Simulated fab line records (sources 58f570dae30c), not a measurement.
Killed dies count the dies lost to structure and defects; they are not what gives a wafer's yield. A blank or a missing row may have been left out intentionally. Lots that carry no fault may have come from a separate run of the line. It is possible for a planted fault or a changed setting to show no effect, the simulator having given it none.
A single fault, viewed from 2 desks :: flow berkeleyCmos170 :: each desk has only its own numbers; what lay behind them comes last

## METROLOGY DESK
What the gauges read, lot by lot, whatever tool the lot ran on: means of the sampled wafers that have a number. The brackets show how far a lot's mean lies from the usual mean; more than 4 standard deviations puts the lot out of limits, marked OUT.
Columns: A = WELLDRIVE_OXIDE_THK at UCB170_WELLDRIVE_THK_MEAS_02, usual 196 nm
lot: L999
first seen here: day 3 11:03
A: 198

lot: L100
first seen here: day 3 15:48
A: 190

lot: L101
first seen here: day 3 20:37
A: 194

lot: L102
first seen here: day 4 02:38
A: 196

lot: L103
first seen here: day 4 11:17
A: 196

lot: L104
first seen here: day 4 11:18
A: 198

lot: L105
first seen here: day 4 18:20
A: 200

lot: L114
first seen here: day 6 14:34
A: 193

lot: L115
first seen here: day 6 14:34
A: 199

lot: L117
first seen here: day 7 04:40
A: 197

lot: L118
first seen here: day 7 11:09
A: 199

lot: L119
first seen here: day 7 11:10
A: 203

lot: L120
first seen here: day 7 20:33
A: 197

lot: L121
first seen here: day 8 01:53
A: 198
This desk found nothing out of limits on any of the 14 lots.

## AT THE TOOL OWNER'S DESK: furnace-01
The tool's own readings at UCB170_WELLDRIVE_ANNEAL_03 (time 900 s): means of the sampled wafers that have a number, for each lot that ran on this tool. The brackets show how far a lot's mean lies from the usual mean; more than 4 standard deviations puts the lot out of limits, marked OUT.
Columns: A = spikeTcCentreC at UCB170_WELLDRIVE_ANNEAL_03, usual 1101.9 C; B = spikeTcLoadC at UCB170_WELLDRIVE_ANNEAL_03, usual 1127.9 C; C = spikeTcSourceC at UCB170_WELLDRIVE_ANNEAL_03, usual 1130.4 C; D = tubeCenterTempC at UCB170_WELLDRIVE_ANNEAL_03, usual 1100 C; E = tube_center_temp_C_max at UCB170_WELLDRIVE_ANNEAL_03, usual 1102.9
lot: L100
first seen here: day 3 19:04
A: 1101.3
B: 1127.1
C: 1130.1
D: 1100
E: 1102.7

lot: L102
first seen here: day 4 05:34
A: 1101.9
B: 1127.1
C: 1129.4
D: 1100
E: 1102.8

lot: L103
first seen here: day 4 15:29
A: 1041.9 (-50) OUT
B: 1065.5 (-39) OUT
C: 1070.4 (-40) OUT
D: 1040 (-99 or more) OUT
E: 1042.9 (-99 or more) OUT

lot: L104
first seen here: day 4 15:29
A: 1042.0 (-50) OUT
B: 1064.7 (-39) OUT
C: 1068.2 (-41) OUT
D: 1040 (-99 or more) OUT
E: 1042.9 (-99 or more) OUT

lot: L121
first seen here: day 8 05:43
A: 1102.6
B: 1126.7
C: 1131.1
D: 1100
E: 1102.8
Finding of this desk: L103, L104 out of limits; the first was L103 at day 4 15:29, on spikeTcCentreC at UCB170_WELLDRIVE_ANNEAL_03. Within limits: L100, L102, L121.

## ALL TOGETHER
An alarm could have come from the tool owner's desk at day 4 15:29, on L103, L104.
At the metrology desk, nothing out of limits was observed.
The metrology desk has L103, L104 on record, within its limits.
The lots listed all ran UCB170_WELLDRIVE_ANNEAL_03 on furnace-01.

## WHAT WAS PUT IN BY THE SIMULATOR
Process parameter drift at UCB170_WELLDRIVE_ANNEAL_03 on furnace-01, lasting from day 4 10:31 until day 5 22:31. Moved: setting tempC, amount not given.
Struck lots among those shown: L103, L104.
How many hours passed from the start of the fault until each desk's first out-of-limits reading: the tool owner's desk, 5.
